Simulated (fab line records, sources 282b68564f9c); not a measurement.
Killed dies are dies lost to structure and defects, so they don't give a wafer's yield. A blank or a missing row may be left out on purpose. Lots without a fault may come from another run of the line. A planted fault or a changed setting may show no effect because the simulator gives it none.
One fault seen from 2 desks | flow rit_cmos | each desk has only its own numbers; what lay behind them comes last

THE METROLOGY DESK
What the gauges read, lot by lot, whatever tool the lot ran on: means of the sampled wafers that have a number. A lot is out of limits, marked OUT, if its mean lies more than 4 standard deviations from the usual mean; the brackets give that distance.
Columns: A = CONTACT_TEOS_THK at RIT_CONTACT_THK_MEAS_01, usual 398 nm
lot  | first seen here | A
L966 | day 3 03:22     | 400
L967 | day 3 09:00     | 397
L969 | day 3 21:18     | 397
L970 | day 3 23:19     | 396
L977 | day 5 10:27     | 315 (-16) OUT
L978 | day 5 14:19     | 400
L979 | day 5 19:21     | 396
L981 | day 6 07:35     | 393
L982 | day 6 14:52     | 401
L984 | day 6 20:04     | 398
L985 | day 7 02:43     | 399
L987 | day 7 11:35     | 397
L988 | day 7 16:58     | 400
This desk's finding: out of limits on L977; first on L977, day 5 10:27 (CONTACT_TEOS_THK at RIT_CONTACT_THK_MEAS_01). In limits: L966, L967, L969, L970, L978, L979, L981, L982, L984, L985, L987, L988.

THE TOOL OWNER'S DESK: pecvd-02
The tool's own readings at RIT_CONTACT_CVD_00 (deposits SiO2 from TEOS, target thk 400 nm, time 61 s): means of the sampled wafers that have a number, for each lot that ran on this tool. A lot is out of limits, marked OUT, if its mean lies more than 4 standard deviations from the usual mean; the brackets give that distance.
Columns: A = heater_power_w at RIT_CONTACT_CVD_00, usual 335 W; B = run_length_s at RIT_CONTACT_CVD_00, usual 88.8 s
lot  | first seen here | A   | B
L977 | day 5 10:23     | 396 | 75.7 (-21) OUT
This desk's finding: out of limits on L977; first on L977, day 5 10:23 (run_length_s at RIT_CONTACT_CVD_00). In limits: none.

PUT TOGETHER
The tool owner's desk could have raised an alarm at day 5 10:23, on L977.
The metrology desk could have raised an alarm at day 5 10:27, on L977.
Of the lots named, all ran RIT_CONTACT_CVD_00 on pecvd-02.

WHAT THE SIMULATOR HAD PUT IN
Process parameter drift: pecvd-02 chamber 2, from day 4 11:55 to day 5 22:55, at RIT_CONTACT_CVD_00. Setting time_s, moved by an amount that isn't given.
Lots struck among those shown: L977.
Hours from the fault's start to each desk's first reading out of limits: the tool owner's desk, 22; the metrology desk, 23.
